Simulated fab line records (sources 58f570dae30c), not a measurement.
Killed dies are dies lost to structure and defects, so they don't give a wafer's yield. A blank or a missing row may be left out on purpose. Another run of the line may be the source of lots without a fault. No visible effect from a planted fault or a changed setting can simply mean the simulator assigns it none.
Chamber matching -- flow berkeley-cmos170 -- UCB170_GATE_ETCH_15 on rie-si-02: 4 sister chambers
The step etches poly-Si in HBr/Cl2, stops on SiO2, time 56.3 s, target depth 278.2 nm. 4 wafers are shown with their chamber, then 12 later ones without.

## WAFERS PAIRED WITH THEIR CHAMBERS
wafer,chamber,throttle-valve-pct (%)
L088.1,2,26.33
L088.3,3,26.39
L090.5,1,26.40
L090.6,0,26.10

## WAFERS WITH NO CHAMBER GIVEN
wafer,throttle-valve-pct (%)
L093.1,26.40
L093.3,26.09
L093.5,26.40
L094.1,26.09
L094.2,26.31
L094.3,26.41
L094.4,26.38
L094.5,26.10
L094.6,26.36
L096.2,26.09
L096.3,26.32
L096.4,26.41

## WHICH CHAMBER EACH ONE RAN IN
wafer,from the rows above,in truth
L093.1,can't be placed: 1 or 3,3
L093.3,0,0
L093.5,can't be placed: 1 or 3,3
L094.1,0,0
L094.2,2,2
L094.3,can't be placed: 1 or 3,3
L094.4,can't be placed: 3 or 1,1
L094.5,0,0
L094.6,can't be placed: 2 or 3 or 1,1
L096.2,0,0
L096.3,2,2
L096.4,can't be placed: 1 or 3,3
Placed correctly: 6 of 12. Not placeable from these rows: 6 (in 6, the candidates include the true chamber). Wrongly placed: 0.
How it was worked out, from the rows above alone: a wafer's distance from a chamber is the root of the sum, over the readings, of the square of ((its reading less the chamber's mean) divided by the reading's scatter). If the next closest chamber is less than 2 further off than the closest, the wafer can't be placed; otherwise it belongs to the closest. The mean given for a chamber averages the wafers shown for that chamber. The scatter (one wafer shown for each chamber): square how far every hidden wafer sits from the nearest shown wafer, average those squares and take the square root.
